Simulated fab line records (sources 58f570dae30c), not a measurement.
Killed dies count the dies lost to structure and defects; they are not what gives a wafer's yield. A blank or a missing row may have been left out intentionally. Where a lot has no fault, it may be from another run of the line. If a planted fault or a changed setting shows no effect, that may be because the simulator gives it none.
Which tool was responsible? || flow berkeley cmos170 || Sampling: 14 lots, 42 wafers, 2 of 331 route steps

WHAT THE GAUGES READ, wafer by wafer
UCB170_NLDD_OVL_MEAS_07. Usual: NLDD_OVL 1 nm, standard deviation 5.5.
{"lot": "L657", "measured": "day 7 01:49", "on": "overlay-01", "NLDD_OVL (nm)": "-3 1 3", "flag": ""}
{"lot": "L656", "measured": "day 7 02:01", "on": "overlay-01", "NLDD_OVL (nm)": "-6 -1 -1", "flag": ""}
{"lot": "L658", "measured": "day 7 20:41", "on": "overlay-02", "NLDD_OVL (nm)": "7 6 6", "flag": ""}
{"lot": "L661", "measured": "day 8 04:20", "on": "overlay-02", "NLDD_OVL (nm)": "6 2 1", "flag": ""}
{"lot": "L660", "measured": "day 8 04:53", "on": "overlay-01", "NLDD_OVL (nm)": "5 6 2", "flag": ""}
{"lot": "L659", "measured": "day 8 05:19", "on": "overlay-01", "NLDD_OVL (nm)": "-3 -6 -2", "flag": ""}
{"lot": "L664", "measured": "day 8 20:30", "on": "overlay-02", "NLDD_OVL (nm)": "1 0 -4", "flag": ""}
{"lot": "L667", "measured": "day 9 17:18", "on": "overlay-02", "NLDD_OVL (nm)": "264 258 255", "flag": "OFF"}
{"lot": "L665", "measured": "day 9 17:39", "on": "overlay-02", "NLDD_OVL (nm)": "259 259 269", "flag": "OFF"}
{"lot": "L669", "measured": "day 9 23:08", "on": "overlay-01", "NLDD_OVL (nm)": "-3 -2 -6", "flag": ""}
{"lot": "L673", "measured": "day 10 15:46", "on": "overlay-02", "NLDD_OVL (nm)": "-2 -3 2", "flag": ""}
{"lot": "L675", "measured": "day 12 01:49", "on": "overlay-02", "NLDD_OVL (nm)": "1 -7 -7", "flag": ""}
{"lot": "L678", "measured": "day 12 19:16", "on": "overlay-02", "NLDD_OVL (nm)": "3 3 6", "flag": ""}
{"lot": "L679", "measured": "day 12 19:32", "on": "overlay-01", "NLDD_OVL (nm)": "-3 -1 -6", "flag": ""}

TOOL THAT RAN EACH LOT (tool first, then ch and the chambers of the sampled wafers, then the start)
{"lot": "L657", "UCB170_NLDD_EXPOSE_03": "krf scanner-02 ch 0, day 7 00:55"}
{"lot": "L656", "UCB170_NLDD_EXPOSE_03": "krf scanner-02 ch 0, day 7 01:18"}
{"lot": "L658", "UCB170_NLDD_EXPOSE_03": "krf scanner-02 ch 0, day 7 20:11"}
{"lot": "L661", "UCB170_NLDD_EXPOSE_03": "krf scanner-02 ch 0, day 8 03:13"}
{"lot": "L660", "UCB170_NLDD_EXPOSE_03": "krf scanner-01 ch 0, day 8 04:04"}
{"lot": "L659", "UCB170_NLDD_EXPOSE_03": "krf scanner-02 ch 0, day 8 04:35"}
{"lot": "L664", "UCB170_NLDD_EXPOSE_03": "krf scanner-02 ch 0, day 8 19:59"}
{"lot": "L667", "UCB170_NLDD_EXPOSE_03": "krf scanner-01 ch 0, day 9 15:59"}
{"lot": "L665", "UCB170_NLDD_EXPOSE_03": "krf scanner-01 ch 0, day 9 16:16"}
{"lot": "L669", "UCB170_NLDD_EXPOSE_03": "krf scanner-02 ch 0, day 9 22:24"}
{"lot": "L673", "UCB170_NLDD_EXPOSE_03": "krf scanner-02 ch 0, day 10 14:59"}
{"lot": "L675", "UCB170_NLDD_EXPOSE_03": "krf scanner-02 ch 0, day 12 01:19"}
{"lot": "L678", "UCB170_NLDD_EXPOSE_03": "krf scanner-02 ch 0, day 12 18:20"}
{"lot": "L679", "UCB170_NLDD_EXPOSE_03": "krf scanner-02 ch 0, day 12 18:50"}
- UCB170_NLDD_EXPOSE_03: exposes mask NSELECT, target cd 1200 nm.

WHAT THE TOOLS THEMSELVES READ (means of the sampled wafers that have a number; where no wafer has one, the mark that the record gives instead)
The record holds no such reading with a usual standard deviation.

THE ANSWER, worked out from the rows above alone
Rule: a lot is off if the mean of its wafers that have a number lies more than 3 standard deviations from the usual mean. A lot without any number at a reading at which 4 lots or more have one is off too. Any other lot the step has rows for is counted as sound. Order of review: gauges by route order, followed by the tools' own readings, for which a lot's mean as printed above is used. The first step at which some lot is off is used, and at that step the reading that is off furthest; a lot without a number counts as furthest.
Off: L667, L665, at UCB170_NLDD_OVL_MEAS_07 (NLDD_OVL).
A tool fits if, at a process step before that reading, it ran every lot that is off, and no sound lot after the first of them. The gauges at UCB170_NLDD_OVL_MEAS_07 are tried like those tools. One fits: UCB170_NLDD_EXPOSE_03 on krf scanner-01. A fault onset in the window from L660 (day 8 04:04, its last sound lot) to L667 (day 9 15:59, its first lot off) fits.

WHAT THE SIMULATOR PUT IN
Scanner matching overlay: krf scanner-01, from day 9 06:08 on, at UCB170_NLDD_EXPOSE_03. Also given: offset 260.
Lots struck among those shown: L667, L665. The rule given above showed the same thing.
